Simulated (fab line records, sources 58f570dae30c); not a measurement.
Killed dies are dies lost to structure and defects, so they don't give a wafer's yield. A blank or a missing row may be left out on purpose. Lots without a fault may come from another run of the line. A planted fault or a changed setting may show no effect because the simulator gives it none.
Problem report in the 8D (eight disciplines) form, filled by code | flow berkeley_cmos170 | the parts of the form that need people (team, actions taken, sign-off) are left out

1. THE PROBLEM
V2_POLISHED_THK at UCB170_V2_THK_MEAS_04 reads a mean of 748.4 nm on 3 wafers of 2 lots; wafers without a fault read 999.0 nm with a standard deviation of 1.1. That is -99 or more standard deviations from the usual mean.
First seen on wafer L342.6, day 10 12:36, on film_metro-01. The record holds 42 wafers of 14 lots with a number at this step. Rule for "out", or "out of limits": more than 4 standard deviations from the usual mean. The other wafers with a number count as sound.

2. WHAT IT IS AND WHAT IT IS NOT
question                    | is                           | is not
which readings at this step | V2_POLISHED_THK              | -
which lots                  | L342, L344                   | L328, L329, L331, L332, L334, L335, L336, L345, L346, L347, L348, L351
which wafers of those lots  | L342.6, L344.3, L344.6       | L342.2, L342.5, L344.1
read on which gauges        | film_metro-01, film_metro-04 | film_metro-03
when                        | from day 10 12:36            | up to then (23 sound wafers); but 16 sound wafers of L344, L345, L346, L347, L348, L351 came after

3. SUSPECTS, AND WHAT RULES EACH OUT
Counting: a tool at a process step up to the reading stays a suspect if it ran every lot that is out. Sound lots after the first of them don't rule it out here, since some wafers of a struck lot are sound.
- the gauge at UCB170_V2_THK_MEAS_04: ruled out. The wafers that are out were read on 2 gauges (film_metro-01, film_metro-04).
- cmp-01 at UCB170_V2_CMP_02 (polishes SiO2): kept. It ran every lot that is out, first L342 (day 10 12:13); its last sound lot up to then is L334 (day 9 05:39).
- Within cmp-01 at UCB170_V2_CMP_02: the wafers that are out ran in chamber 0; their sound lot-mates ran in chamber 1.
Left after counting: cmp-01 at UCB170_V2_CMP_02.

4. THE CAUSE (what the simulator had put in)
Process parameter drift: cmp-01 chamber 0, from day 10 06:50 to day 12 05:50, at UCB170_V2_CMP_02. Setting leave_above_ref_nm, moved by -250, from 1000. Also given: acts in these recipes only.
Counting left only this tool.

5. THE CHAIN OF EFFECTS, in route order
Each row: a reading whose mean over the struck wafers that have a number lies more than 3 standard deviations from the usual. Only readings for which the record gives a usual standard deviation are gone through. hours: the time from each lot's start at the first step in this table that gives one to its start at this step, as a median over the lots. sigmas: the change in usual standard deviations.
hours | step                  | reading         | usual      | on struck wafers | change | sigmas
0     | UCB170_V2_THK_MEAS_04 | V2_POLISHED_THK | 999.0 nm   | 748.4            | -250.6 | -99 or more
2     | UCB170_V2_ETCH_14     | oes_product_au  | 0.875 a.u. | 0.747            | -0.128 | -15
The process steps in it:
- UCB170_V2_ETCH_14: etches SiO2 in CHF3/CF4/Ar, stops on Al, target depth 1250 nm, time 291 s.

6. WHAT WOULD HAVE CAUGHT IT SOONER
In this record the first reading out of limits at a measuring or inspecting step was taken at day 10 12:36, 6 hours after the fault began at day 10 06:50.
Of the tool readings at UCB170_V2_CMP_02 for which the record gives a usual standard deviation, none was out on any struck wafer, so an alarm limit of 4 standard deviations on them would not have fired.
Of the lots that are out (2), L344 began UCB170_V2_CMP_02 on cmp-01 after day 10 12:36. A hold on the tool at that time would have spared it.
